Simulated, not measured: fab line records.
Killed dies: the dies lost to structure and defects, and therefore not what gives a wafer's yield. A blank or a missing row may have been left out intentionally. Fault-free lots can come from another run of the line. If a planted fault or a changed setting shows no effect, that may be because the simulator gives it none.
Which tool did it? | flow berkeley-cmos170 | 18 wafers from 6 lots sampled at 4 of the route's 331 steps

## WHAT EACH GAUGE READ, for each wafer
UCB170_ACTIVE_CD_MEAS_13: target cd 1200 nm.
lot  | measured    | on        | cd-nm (nm)
L235 | day 6 03:00 | cd-sem-02 | 1202.8 1201.2 1201.8
L238 | day 6 18:05 | cd-sem-02 | 1200.8 1200.8 1200.5
L240 | day 7 03:20 | cd-sem-02 | 1199.3 1199.9 1199.1
L246 | day 9 03:42 | cd-sem-01 | 1199.9 1200.0 1200.3
L247 | day 9 03:49 | cd-sem-01 | 1200.6 1198.8 1198.4
L249 | day 9 14:55 | cd-sem-01 | 1200.6 1199.9 1199.5

## EACH LOT AND THE TOOL THAT RAN IT (in order: tool; ch and the chambers of the sampled wafers; start)
lot  | UCB170_ZERO_ETCH_06               | UCB170_NWELL_ETCH_13              | UCB170_ACTIVE_EXPOSE_10
L235 | rie-diel-04 ch 0,1,3, day 3 05:10 | rie-diel-01 ch 0,1,2, day 3 17:55 | krf-scanner-01 ch 0, day 6 01:46
L238 | rie-diel-03 ch 1,2, day 3 22:09   | rie-diel-03 ch 0,1, day 4 11:14   | krf-scanner-01 ch 0, day 6 17:34
L240 | rie-diel-04 ch 1,2, day 4 09:45   | rie-diel-03 ch 1,2, day 4 21:28   | krf-scanner-02 ch 0, day 7 02:45
L246 | rie-diel-04 ch 0,1, day 5 11:41   | rie-diel-04 ch 0,2,3, day 6 02:07 | krf-scanner-01 ch 0, day 9 03:19
L247 | rie-diel-02 ch 0,3, day 5 22:47   | rie-diel-04 ch 0,2, day 6 13:08   | krf-scanner-01 ch 0, day 9 03:26
L249 | rie-diel-02 ch 1,2,3, day 6 07:00 | rie-diel-04 ch 0,1,2, day 6 23:59 | krf-scanner-02 ch 0, day 9 14:31
- UCB170_ZERO_ETCH_06: etches SiO2 in CHF3/CF4/Ar, time 12 s.
- UCB170_NWELL_ETCH_13: etches Si3N4 in CH3F/Ar/O2, stops on SiO2, target depth 246.4 nm, time 154 s.
- UCB170_ACTIVE_EXPOSE_10: exposes mask ACTIVE, target cd 1200 nm.

## THE ANSWER, worked out from the rows above alone
Rule: usual is defined by the lots themselves. Put in order of their means at a reading, lots are off if they are a third of the lots or fewer, leave a main group of 4 or more, and stand apart from it by a gap of 3 or more times the standard deviation of the main group's means; of several such gaps the widest counts. The tables above print the reading to a certain number of digits; a main group whose means all agree to those digits is not used. Also off: a lot with no number at a reading for which 4 or more lots have one. All remaining lots with rows at the step are treated as sound.
No lot is off on any of the readings shown, so nothing can be concluded from this.

## WHAT WAS PUT IN BY THE SIMULATOR
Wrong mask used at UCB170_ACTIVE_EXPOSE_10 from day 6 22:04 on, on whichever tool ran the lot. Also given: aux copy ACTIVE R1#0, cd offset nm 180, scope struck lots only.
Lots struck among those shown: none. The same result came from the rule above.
